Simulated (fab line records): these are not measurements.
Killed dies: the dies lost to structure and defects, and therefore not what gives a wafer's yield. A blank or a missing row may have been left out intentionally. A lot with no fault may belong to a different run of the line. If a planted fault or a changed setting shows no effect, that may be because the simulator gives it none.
Which tool was responsible? | flow rit_cmos | 18 wafers from 6 lots sampled at 2 of the route's 202 steps

WHAT THE GAUGES READ, wafer by wafer
RIT_GATE_THK_MEAS_09.
lot  | measured    | on            | GATE_POLY_THK (nm)
L808 | day 2 17:20 | film_metro-02 | 247.4 248.2 249.1
L813 | day 3 18:20 | film_metro-03 | 250.5 254.6 251.4
L816 | day 4 10:51 | film_metro-01 | 313.0 311.5 315.3
L820 | day 5 09:06 | film_metro-02 | 252.2 252.6 252.5
L824 | day 6 03:01 | film_metro-03 | 249.1 249.4 250.1
L827 | day 6 18:59 | film_metro-01 | 252.9 252.7 250.3

WHAT TOOL EACH LOT RAN ON (gives the tool, then ch and the chambers of the sampled wafers, and finally the start)
lot  | RIT_GATE_CVD_08
L808 | lpcvd-02 ch 0, day 2 15:43
L813 | lpcvd-01 ch 0, day 3 16:43
L816 | lpcvd-02 ch 1, day 4 09:13
L820 | lpcvd-01 ch 0, day 5 07:28
L824 | lpcvd-01 ch 0, day 6 01:23
L827 | lpcvd-01 ch 1, day 6 17:22
- RIT_GATE_CVD_08: deposits poly-Si from SiH4, target thk 250 nm, time 2220 s.

THE ANSWER, worked out from the rows above alone
Rule: the lots themselves supply what counts as usual. The widest of any qualifying gaps counts: lots, ordered by their means at a reading, are off when they make up no more than a third of the lots, leave a main group of 4 or more, and stand apart from it by 3 or more times the standard deviation of that group's means. A main group is skipped when, at the precision printed for the reading in the tables above, its means are all equal. Also off: a lot with no number at a reading for which 4 or more lots have one. Where the step has rows for the other lots, those lots are counted as sound.
Off: at RIT_GATE_THK_MEAS_09 (GATE_POLY_THK), L816. Mean 250.9 nm and standard deviation 1.7 in the main group.
A tool fits if, at a process step before that reading, it ran every lot that is off, and no sound lot after the first of them. The gauges at RIT_GATE_THK_MEAS_09 are tried like those tools. One fits: RIT_GATE_CVD_08 on lpcvd-02. Its last sound lot is L808 (day 2 15:43), its first lot that is off L816 (day 4 09:13): a fault that began between those two fits.

WHAT THE SIMULATOR HAD PUT IN
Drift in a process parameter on lpcvd-02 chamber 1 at RIT_GATE_CVD_08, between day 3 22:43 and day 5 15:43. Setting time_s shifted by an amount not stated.
Shown lots that were struck: L816. The rule given above showed the same thing.
